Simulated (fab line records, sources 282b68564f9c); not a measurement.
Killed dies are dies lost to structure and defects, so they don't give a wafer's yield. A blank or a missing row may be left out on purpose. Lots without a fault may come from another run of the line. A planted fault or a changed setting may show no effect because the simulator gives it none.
One fault seen from 2 desks | flow rit_cmos | each desk has only its own numbers; what lay behind them comes last

THE METROLOGY DESK
What the gauges read, lot by lot, whatever tool the lot ran on: means of the sampled wafers that have a number. A lot is out of limits, marked OUT, if its mean lies more than 4 standard deviations from the usual mean; the brackets give that distance.
Columns: A = ACTIVE_OXIDE_THK at RIT_ACTIVE_THK_MEAS_02, usual 46.8 nm; B = M1_OVL at RIT_M1_OVL_MEAS_10, usual -0.7 nm
lot  | first seen here | A    | B
L615 | day 1 12:04     | 46.1 | 0.8
L616 | day 1 17:04     | 47.3 | 1.1
L618 | day 2 03:08     | 47.5 | -1.2
L619 | day 2 09:48     | 46.8 | -0.2
L620 | day 2 13:03     | 45.8 | -4.0
L621 | day 2 18:03     | 47.3 | -0.9
L625 | day 3 14:03     | 47.5 | -2.7
L628 | day 4 05:04     | 46.3 | -0.6
L631 | day 4 21:07     | 46.4 | -1.0
L632 | day 5 01:15     | 48.1 | -2.0
L634 | day 5 12:08     | 47.9 | -1.5
L635 | day 5 16:55     | 46.8 | 0.2
L636 | day 5 21:49     | 46.5 | 0.7
L638 | day 6 12:20     | 47.0 | -0.5
This desk's finding: nothing out of limits on any of the 14 lots.

THE TOOL OWNER'S DESK: rie_metal-03
The tool's own readings at RIT_M1_METAL_ETCH_12 (etches Al in Cl2/BCl3, stops on SiO2, time 165 s, target depth 600 nm): means of the sampled wafers that have a number, for each lot that ran on this tool. A lot is out of limits, marked OUT, if its mean lies more than 4 standard deviations from the usual mean; the brackets give that distance.
Columns: A = chamber_pressure_mTorr at RIT_M1_METAL_ETCH_12, usual 100.01 mTorr; B = drypump_motor_current_A at RIT_M1_METAL_ETCH_12, usual 5.5 A; C = oes_product_au at RIT_M1_METAL_ETCH_12, usual 0.783 a.u.; D = throttle_valve_pct at RIT_M1_METAL_ETCH_12, usual 8.26 %
lot  | first seen here | A                        | B   | C     | D
L616 | day 3 13:32     | 100.06                   | 5.5 | 0.782 | 8.22
L619 | day 4 05:59     | 100.03                   | 5.6 | 0.758 | 8.26
L625 | day 5 10:31     | 113.36 (+99 or more) OUT | 5.5 | 0.779 | 8.23
L628 | day 6 03:49     | 106.71 (+79) OUT         | 5.6 | 0.769 | 8.25
This desk's finding: out of limits on L625, L628; first on L625, day 5 10:31 (chamber_pressure_mTorr at RIT_M1_METAL_ETCH_12). In limits: L616, L619.

PUT TOGETHER
The tool owner's desk could have raised an alarm at day 5 10:31, on L625, L628.
The metrology desk saw nothing out of limits.
The metrology desk has L625, L628 on record, within its limits.
Of the lots named, all ran RIT_M1_METAL_ETCH_12 on rie_metal-03.

WHAT THE SIMULATOR HAD PUT IN
Process parameter drift: rie_metal-03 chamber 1, from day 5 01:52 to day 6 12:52, at RIT_M1_METAL_ETCH_12. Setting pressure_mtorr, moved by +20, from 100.
Lots struck among those shown: L625, L628.
Hours from the fault's start to each desk's first reading out of limits: the tool owner's desk, 9.
